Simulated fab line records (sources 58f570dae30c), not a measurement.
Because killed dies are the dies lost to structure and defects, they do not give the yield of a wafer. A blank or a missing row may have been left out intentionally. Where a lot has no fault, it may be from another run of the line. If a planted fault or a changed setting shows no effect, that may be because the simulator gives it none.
Which tool did it?    flow berkeley_cmos170    42 wafers from 14 lots sampled at 4 of the route's 331 steps

## WHAT THE GAUGES SHOWED, per wafer
UCB170_M3_RS_MEAS_02: measurement is done with a four-point probe.
lot   measured      on             M3_AL_RS (ohm/sq)
L242  day 8 13:20   film_metro-04  0.0336 0.0335 0.0337
L246  day 9 06:39   film_metro-04  0.0331 0.0337 0.0334
L244  day 9 09:11   film_metro-03  0.0333 0.0328 0.0330
L247  day 9 22:04   film_metro-04  0.0339 0.0332 0.0340
L248  day 10 00:14  film_metro-04  0.0335 0.0333 0.0333
L250  day 10 03:03  film_metro-04  0.0328 0.0332 0.0330
L252  day 10 19:51  film_metro-03  0.0330 0.0333 0.0332
L254  day 11 14:23  film_metro-03  0.0336 0.0335 0.0328
L258  day 12 10:58  film_metro-03  0.0339 0.0333 0.0338
L259  day 12 11:32  film_metro-03  0.0331 0.0328 0.0328
L261  day 13 00:02  film_metro-01  0.0332 0.0332 0.0333
L262  day 13 01:46  film_metro-04  0.0331 0.0335 0.0338
L264  day 13 02:58  film_metro-03  0.0331 0.0332 0.0332
L265  day 13 04:02  film_metro-01  0.0341 0.0332 0.0340

UCB170_M3_CD_MEAS_90: the cd target is 700 nm.
lot   measured      on         cd_nm (nm)
L242  day 8 15:47   cd_sem-02  704 703 705
L246  day 9 09:25   cd_sem-02  697 704 703
L244  day 9 11:33   cd_sem-01  693 700 699
L247  day 10 00:30  cd_sem-02  695 694 696
L248  day 10 02:30  cd_sem-01  706 706 703
L250  day 10 05:29  cd_sem-02  697 696 694
L252  day 10 22:53  cd_sem-02  705 702 701
L254  day 11 16:44  cd_sem-02  703 706 707
L258  day 12 13:26  cd_sem-01  706 704 706
L259  day 12 13:51  cd_sem-01  694 701 697
L261  day 13 03:14  cd_sem-01  703 700 704
L262  day 13 05:11  cd_sem-01  694 694 692
L264  day 13 06:43  cd_sem-02  696 697 695
L265  day 13 07:04  cd_sem-02  701 700 705

## WHICH TOOL RAN EACH LOT (tool, then ch and the chambers of the sampled wafers, then the start)
lot   UCB170_V2_CVD_00                 UCB170_M3_STRIP_07
L242  pecvd-03 ch 1,2, day 8 10:54     plasma_asher-03 ch 0,1, day 8 14:10
L246  pecvd-01 ch 0,2, day 9 02:14     plasma_asher-02 ch 0,1, day 9 07:17
L244  pecvd-03 ch 1,2, day 9 06:19     plasma_asher-01 ch 0,1, day 9 09:49
L247  pecvd-01 ch 0,1,2, day 9 19:29   plasma_asher-01 ch 0,1, day 9 22:46
L248  pecvd-03 ch 1,2, day 9 21:36     plasma_asher-01 ch 0,1, day 10 00:52
L250  pecvd-01 ch 1,2, day 10 00:27    plasma_asher-01 ch 0,1, day 10 03:41
L252  pecvd-03 ch 0,1,2, day 10 16:56  plasma_asher-03 ch 0,1, day 10 20:31
L254  pecvd-03 ch 0,1, day 11 09:31    plasma_asher-01 ch 1, day 11 15:01
L258  pecvd-01 ch 0,1, day 12 07:55    plasma_asher-01 ch 0,1, day 12 11:35
L259  pecvd-03 ch 0,1,2, day 12 08:17  plasma_asher-02 ch 0,1, day 12 12:09
L261  pecvd-03 ch 0,1, day 12 21:20    plasma_asher-02 ch 1, day 13 00:51
L262  pecvd-01 ch 0,1,2, day 12 22:33  plasma_asher-02 ch 0,1, day 13 02:44
L264  pecvd-01 ch 0,2, day 12 23:17    plasma_asher-01 ch 0,1, day 13 03:46
L265  pecvd-04 ch 1,2, day 13 01:05    plasma_asher-03 ch 0,1, day 13 05:08
- UCB170_V2_CVD_00: deposits SiO2 from TEOS/O2, target thk 2000 nm, time 250 s.
- UCB170_M3_STRIP_07: strips in O2.

## WHAT THE TOOLS THEMSELVES READ (means of the sampled wafers that have a number; where no wafer has one, the mark that the record gives instead)
UCB170_V2_CVD_00.
lot   tool      heater_power_w (W)
L242  pecvd-03  312
L246  pecvd-01  320
L244  pecvd-03  297
L247  pecvd-01  292
L248  pecvd-03  270
L250  pecvd-01  315
L252  pecvd-03  258
L254  pecvd-03  223
L258  pecvd-01  289
L259  pecvd-03  222
L261  pecvd-03  255
L262  pecvd-01  348
L264  pecvd-01  294
L265  pecvd-04  170

UCB170_M3_STRIP_07.
lot   tool             drypump_motor_current_A (A)  oes_product_au (a.u.)  strip_time_to_endpoint_s (s)
L242  plasma_asher-03  5.9                          0.734                  22.02
L246  plasma_asher-02  5.9                          0.739                  22.04
L244  plasma_asher-01  6.4                          0.736                  22.03
L247  plasma_asher-01  6.4                          0.739                  21.98
L248  plasma_asher-01  6.4                          0.736                  21.99
L250  plasma_asher-01  6.4                          0.734                  21.97
L252  plasma_asher-03  6.0                          0.737                  22.05
L254  plasma_asher-01  6.3                          0.735                  21.98
L258  plasma_asher-01  6.4                          0.735                  21.94
L259  plasma_asher-02  5.7                          0.734                  21.91
L261  plasma_asher-02  6.1                          0.732                  21.92
L262  plasma_asher-02  5.9                          0.733                  21.93
L264  plasma_asher-01  6.5                          0.739                  21.95
L265  plasma_asher-03  6.0                          0.734                  21.93

## THE ANSWER, worked out from the rows above alone
Rule: the lots themselves supply what counts as usual. Put in order of their means at a reading, lots are off if they are a third of the lots or fewer, leave a main group of 4 or more, and stand apart from it by a gap of 3 or more times the standard deviation of the main group's means; of several such gaps the widest counts. Not used: any main group whose means are identical at the precision the tables above print for the reading. A lot without any number at a reading at which 4 lots or more have one is off too. The other lots that the step has rows for count as sound. First the gauges in route order, then the tools' own readings, where a lot's mean is used as printed above. The first step at which some lot is off is used, and at that step the reading that is off furthest; a lot without a number counts as furthest.
Across all readings shown, no lot is off: no conclusion can be drawn from this.

## WHAT THE SIMULATOR HAD PUT IN
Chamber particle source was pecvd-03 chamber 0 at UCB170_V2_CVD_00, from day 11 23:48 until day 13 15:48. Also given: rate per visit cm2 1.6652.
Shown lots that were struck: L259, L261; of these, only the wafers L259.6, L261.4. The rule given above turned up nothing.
